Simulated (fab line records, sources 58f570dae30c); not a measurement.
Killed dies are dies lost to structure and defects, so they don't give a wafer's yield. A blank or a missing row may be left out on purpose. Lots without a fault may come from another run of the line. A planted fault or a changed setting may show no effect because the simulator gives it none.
Which tool did it? | flow berkeley_cmos170 | 15 lots, 45 wafers sampled, at 6 steps of a route of 331

WHAT THE GAUGES READ, wafer by wafer
UCB170_NVT_OVL_MEAS_06.
lot  | measured     | on         | NVT_OVL (nm)
L739 | day 5 23:51  | overlay-02 | 8 11 6
L738 | day 6 00:11  | overlay-01 | -5 0 -5
L741 | day 6 00:20  | overlay-01 | 9 6 2
L742 | day 6 00:24  | overlay-02 | 1 -1 -1
L744 | day 6 21:37  | overlay-01 | -13 -3 3
L745 | day 7 07:58  | overlay-01 | -4 -9 -1
L747 | day 7 08:13  | overlay-01 | 0 1 1
L749 | day 7 14:56  | overlay-01 | 2 7 -2
L751 | day 8 01:52  | overlay-01 | -6 1 1
L752 | day 8 04:20  | overlay-02 | 1 0 0
L753 | day 8 12:24  | overlay-01 | 4 -2 -5
L757 | day 9 07:42  | overlay-01 | -5 0 -11
L756 | day 9 07:59  | overlay-01 | -3 -3 -4
L760 | day 10 03:44 | overlay-02 | 3 2 6
L761 | day 10 18:55 | overlay-02 | -5 -2 1

UCB170_NLDD_TW_MEAS_11.
lot  | measured     | on            | NLDD_TW
L739 | day 6 19:56  | film_metro-04 | 2230 2238 2215
L738 | day 6 20:41  | film_metro-03 | 2208 2213 2191
L741 | day 6 21:03  | film_metro-04 | 2226 2221 2218
L742 | day 6 20:13  | film_metro-01 | 2228 2234 2233
L744 | day 7 16:45  | film_metro-01 | 2224 2232 2246
L745 | day 8 08:49  | film_metro-04 | 2291 2279 2268
L747 | day 8 07:46  | film_metro-01 | 2281 2284 2283
L749 | day 8 10:23  | film_metro-03 | 2253 2260 2262
L751 | day 8 21:37  | film_metro-01 | 2222 2227 2222
L752 | day 9 04:17  | film_metro-04 | 2213 2225 2232
L753 | day 9 10:38  | film_metro-03 | 2194 2191 2193
L757 | day 10 03:46 | film_metro-03 | 2192 2185 2192
L756 | day 10 04:19 | film_metro-04 | 2222 2223 2224
L760 | day 11 01:32 | film_metro-01 | 2227 2236 2232
L761 | day 11 14:28 | film_metro-03 | 2203 2203 2206

UCB170_PSD_CD_MEAS_06: target cd 1200 nm.
lot  | measured     | on        | cd_nm (nm)
L739 | day 7 01:09  | cd_sem-02 | 1200.9 1200.2 1200.1
L738 | day 7 00:54  | cd_sem-01 | 1200.0 1201.4 1201.1
L741 | day 7 01:19  | cd_sem-01 | 1199.0 1199.0 1199.7
L742 | day 7 01:02  | cd_sem-02 | 1199.0 1198.9 1197.7
L744 | day 7 21:19  | cd_sem-02 | 1198.3 1199.2 1198.1
L745 | day 8 18:25  | cd_sem-02 | 1199.1 1199.1 1200.2
L747 | day 8 18:18  | cd_sem-02 | 1200.0 1200.2 1200.6
L749 | day 8 18:36  | cd_sem-02 | 1199.1 1199.6 1198.1
L751 | day 9 02:39  | cd_sem-01 | 1199.2 1198.1 1199.8
L752 | day 9 10:33  | cd_sem-02 | 1199.6 1197.6 1198.6
L753 | day 9 16:22  | cd_sem-01 | 1200.4 1200.1 1201.9
L757 | day 10 10:04 | cd_sem-01 | 1196.6 1197.2 1198.8
L756 | day 10 10:04 | cd_sem-02 | 1199.7 1197.7 1198.0
L760 | day 11 07:25 | cd_sem-02 | 1199.4 1200.4 1198.7
L761 | day 11 19:22 | cd_sem-01 | 1200.9 1200.9 1200.8

UCB170_SDANNEAL_RS_MEAS_05: measures by four-point-probe.
lot  | measured     | on            | NLDD_RS (ohm/sq)
L739 | day 7 05:31  | film_metro-03 | 613.5 614.9 613.9
L738 | day 7 05:22  | film_metro-01 | 615.6 614.9 616.7
L741 | day 7 05:50  | film_metro-01 | 616.7 619.2 619.2
L742 | day 7 05:20  | film_metro-04 | 616.3 616.6 617.6
L744 | day 8 01:11  | film_metro-03 | 617.4 617.9 617.1
L745 | day 8 23:10  | film_metro-03 | 582.6 582.6 584.7
L747 | day 8 22:38  | film_metro-03 | 585.0 585.8 587.2
L749 | day 8 23:40  | film_metro-01 | 586.6 584.0 582.9
L751 | day 9 07:43  | film_metro-03 | 620.5 617.9 617.9
L752 | day 9 14:20  | film_metro-01 | 616.2 614.7 616.0
L753 | day 9 20:16  | film_metro-01 | 617.0 615.1 616.9
L757 | day 10 13:53 | film_metro-01 | 616.1 618.8 617.6
L756 | day 10 14:04 | film_metro-03 | 615.7 615.2 614.3
L760 | day 11 13:18 | film_metro-04 | 618.2 617.3 615.1
L761 | day 12 01:41 | film_metro-03 | 617.6 615.2 616.5

WHICH TOOL RAN EACH LOT (tool, then ch and the chambers of the sampled wafers, then the start)
lot  | UCB170_GATE_STRIP_16                 | UCB170_NLDD_IMPLANT_08
L739 | plasma_asher-02 ch 0,1, day 6 16:15  | implanter-03 ch 0, day 6 19:32
L738 | plasma_asher-03 ch 0,1, day 6 16:22  | implanter-03 ch 0, day 6 20:19
L741 | plasma_asher-01 ch 0,1, day 6 16:34  | implanter-03 ch 0, day 6 20:40
L742 | plasma_asher-01 ch 0,1, day 6 16:15  | implanter-04 ch 0, day 6 19:49
L744 | plasma_asher-03 ch 0,1, day 7 12:59  | implanter-03 ch 0, day 7 16:21
L745 | plasma_asher-03 ch 0,1, day 8 01:34  | implanter-03 ch 0, day 8 08:25
L747 | plasma_asher-01 ch 0,1, day 8 00:28  | implanter-03 ch 0, day 8 07:22
L749 | plasma_asher-01 ch 0,1, day 8 04:43  | implanter-03 ch 0, day 8 09:59
L751 | plasma_asher-03 ch 0,1, day 8 17:01  | implanter-01 ch 0, day 8 21:16
L752 | plasma_asher-01 ch 0,1, day 9 00:20  | implanter-04 ch 0, day 9 03:44
L753 | plasma_asher-01 ch 0,1, day 9 05:24  | implanter-01 ch 0, day 9 10:16
L757 | plasma_asher-03 ch 0,1, day 9 21:49  | implanter-04 ch 0, day 10 03:22
L756 | plasma_asher-02 ch 0,1, day 9 22:17  | implanter-04 ch 0, day 10 03:56
L760 | plasma_asher-02 ch 0,1, day 10 19:58 | implanter-01 ch 0, day 11 01:08
L761 | plasma_asher-01 ch 0,1, day 11 08:55 | implanter-04 ch 0, day 11 14:05
- UCB170_GATE_STRIP_16: strips in O2.
- UCB170_NLDD_IMPLANT_08

WHAT THE TOOLS THEMSELVES READ (means of the sampled wafers that have a number; where no wafer has one, the mark that the record gives instead)
UCB170_GATE_STRIP_16.
lot  | tool            | drypump_motor_current_A (A) | oes_product_au (a.u.)
L739 | plasma_asher-02 | 5.6                         | 0.726
L738 | plasma_asher-03 | 5.5                         | 0.727
L741 | plasma_asher-01 | 6.0                         | 0.725
L742 | plasma_asher-01 | 6.2                         | 0.725
L744 | plasma_asher-03 | 5.5                         | 0.723
L745 | plasma_asher-03 | 5.5                         | 0.720
L747 | plasma_asher-01 | 6.0                         | 0.724
L749 | plasma_asher-01 | 6.2                         | 0.720
L751 | plasma_asher-03 | 5.5                         | 0.723
L752 | plasma_asher-01 | 6.0                         | 0.718
L753 | plasma_asher-01 | 6.0                         | 0.725
L757 | plasma_asher-03 | 5.5                         | 0.726
L756 | plasma_asher-02 | 5.4                         | 0.724
L760 | plasma_asher-02 | 5.6                         | 0.727
L761 | plasma_asher-01 | 6.0                         | 0.724

UCB170_NLDD_IMPLANT_08.
lot  | tool         | beam_energy_keV
L739 | implanter-03 | 29.994
L738 | implanter-03 | 30.014
L741 | implanter-03 | 30.011
L742 | implanter-04 | 30.011
L744 | implanter-03 | 30.008
L745 | implanter-03 | 36.607
L747 | implanter-03 | 36.607
L749 | implanter-03 | 36.593
L751 | implanter-01 | 29.991
L752 | implanter-04 | 29.996
L753 | implanter-01 | 30.000
L757 | implanter-04 | 30.003
L756 | implanter-04 | 30.008
L760 | implanter-01 | 29.998
L761 | implanter-04 | 30.003

THE ANSWER, worked out from the rows above alone
Rule: what is usual is taken from the lots themselves. Put in order of their means at a reading, lots are off if they are a third of the lots or fewer, leave a main group of 4 or more, and stand apart from it by a gap of 3 or more times the standard deviation of the main group's means; of several such gaps the widest counts. A main group whose means are all the same, to the digits that the tables above print for the reading, isn't used. A lot without any number at a reading at which 4 lots or more have one is off too. The other lots that the step has rows for count as sound. The gauges are gone through in route order, then the tools' own readings, and for those a lot's mean is taken as printed above. The first step at which some lot is off is used, and at that step the reading that is off furthest; a lot without a number counts as furthest.
Off: L745, L747, L749, at UCB170_SDANNEAL_RS_MEAS_05 (NLDD_RS). The main group: mean 616.6 ohm/sq, standard deviation 1.3.
A tool fits if, at a process step before that reading, it ran every lot that is off, and no sound lot after the first of them. The gauges at UCB170_SDANNEAL_RS_MEAS_05 aren't tried: what is off there is off at UCB170_NLDD_IMPLANT_08 too, on other tools, and a gauge's error can't cause that. One fits: implanter-03 at UCB170_NLDD_IMPLANT_08. Its last sound lot is L744 (day 7 16:21), its first lot that is off L747 (day 8 07:22): a fault that began between those two fits.
The tool's own readings at UCB170_NLDD_IMPLANT_08 bear it out: on the lots that are off they differ by more than 5 times the standard deviation of the sound lots' means. beam_energy_keV reads 36.602 there against 30.003 on the sound lots.

WHAT THE SIMULATOR HAD PUT IN
Process parameter drift: implanter-03, from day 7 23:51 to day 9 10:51, at UCB170_NLDD_IMPLANT_08. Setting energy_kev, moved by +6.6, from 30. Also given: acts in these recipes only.
Lots struck among those shown: L745, L747, L749. The rule above found the same.
